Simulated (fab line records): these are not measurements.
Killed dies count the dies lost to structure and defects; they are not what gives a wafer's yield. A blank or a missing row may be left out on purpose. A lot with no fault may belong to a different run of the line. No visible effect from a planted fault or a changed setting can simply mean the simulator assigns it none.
What tool caused it? / flow berkeleyCmos170 / 7 lots, 21 wafers sampled, at 2 steps of a route of 331

WHAT THE GAUGES SHOWED, per wafer
UCB170_PFIELD_TW_MEAS_09.
lot=L254; measured=day 5 08:29; on=filmMetro-01; PFIELD_TW=612 610 608
lot=L252; measured=day 5 08:13; on=filmMetro-02; PFIELD_TW=597 599 596
lot=L257; measured=day 6 14:26; on=filmMetro-01; PFIELD_TW=610 610 613
lot=L261; measured=day 6 22:27; on=filmMetro-02; PFIELD_TW=690 691 689
lot=L267; measured=day 8 05:43; on=filmMetro-01; PFIELD_TW=607 609 607
lot=L270; measured=day 8 21:47; on=filmMetro-01; PFIELD_TW=609 611 609
lot=L273; measured=day 9 07:13; on=filmMetro-02; PFIELD_TW=592 593 592

TOOL THAT RAN EACH LOT (tool first, then ch and the chambers of the sampled wafers, then the start)
lot=L254; UCB170_PFIELD_IMPLANT_07=implanter-01 ch 0, day 5 08:16
lot=L252; UCB170_PFIELD_IMPLANT_07=implanter-03 ch 0, day 5 08:01
lot=L257; UCB170_PFIELD_IMPLANT_07=implanter-02 ch 0, day 6 14:13
lot=L261; UCB170_PFIELD_IMPLANT_07=implanter-02 ch 0, day 6 22:12
lot=L267; UCB170_PFIELD_IMPLANT_07=implanter-03 ch 0, day 8 05:28
lot=L270; UCB170_PFIELD_IMPLANT_07=implanter-03 ch 0, day 8 21:34
lot=L273; UCB170_PFIELD_IMPLANT_07=implanter-03 ch 0, day 9 07:00
- UCB170_PFIELD_IMPLANT_07

THE ANSWER, worked out from the rows above alone
Rule: usual is defined by the lots themselves. Put in order of their means at a reading, lots are off if they are a third of the lots or fewer, leave a main group of 4 or more, and stand apart from it by a gap of 3 or more times the standard deviation of the main group's means; of several such gaps the widest counts. A main group is skipped when, at the precision printed for the reading in the tables above, its means are all equal. A lot without any number at a reading at which 4 lots or more have one is off too. All remaining lots with rows at the step are treated as sound.
Off: at UCB170_PFIELD_TW_MEAS_09 (PFIELD_TW), L261. The main group has a mean of 605 with a standard deviation of 7.2.
A tool fits if, at a process step before that reading, it ran every lot that is off, and no sound lot after the first of them. Those tools and the gauges at UCB170_PFIELD_TW_MEAS_09 are tried in the same way. One candidate fits, namely implanter-02 at UCB170_PFIELD_IMPLANT_07. A fault onset in the window from L257 (day 6 14:13, its last sound lot) to L261 (day 6 22:12, its first lot off) fits.

WHAT HAD BEEN PUT IN BY THE SIMULATOR
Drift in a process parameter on implanter-02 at UCB170_PFIELD_IMPLANT_07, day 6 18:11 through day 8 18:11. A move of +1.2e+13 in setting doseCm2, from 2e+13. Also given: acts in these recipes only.
Struck lots among those shown: L261. Same finding as the rule above.
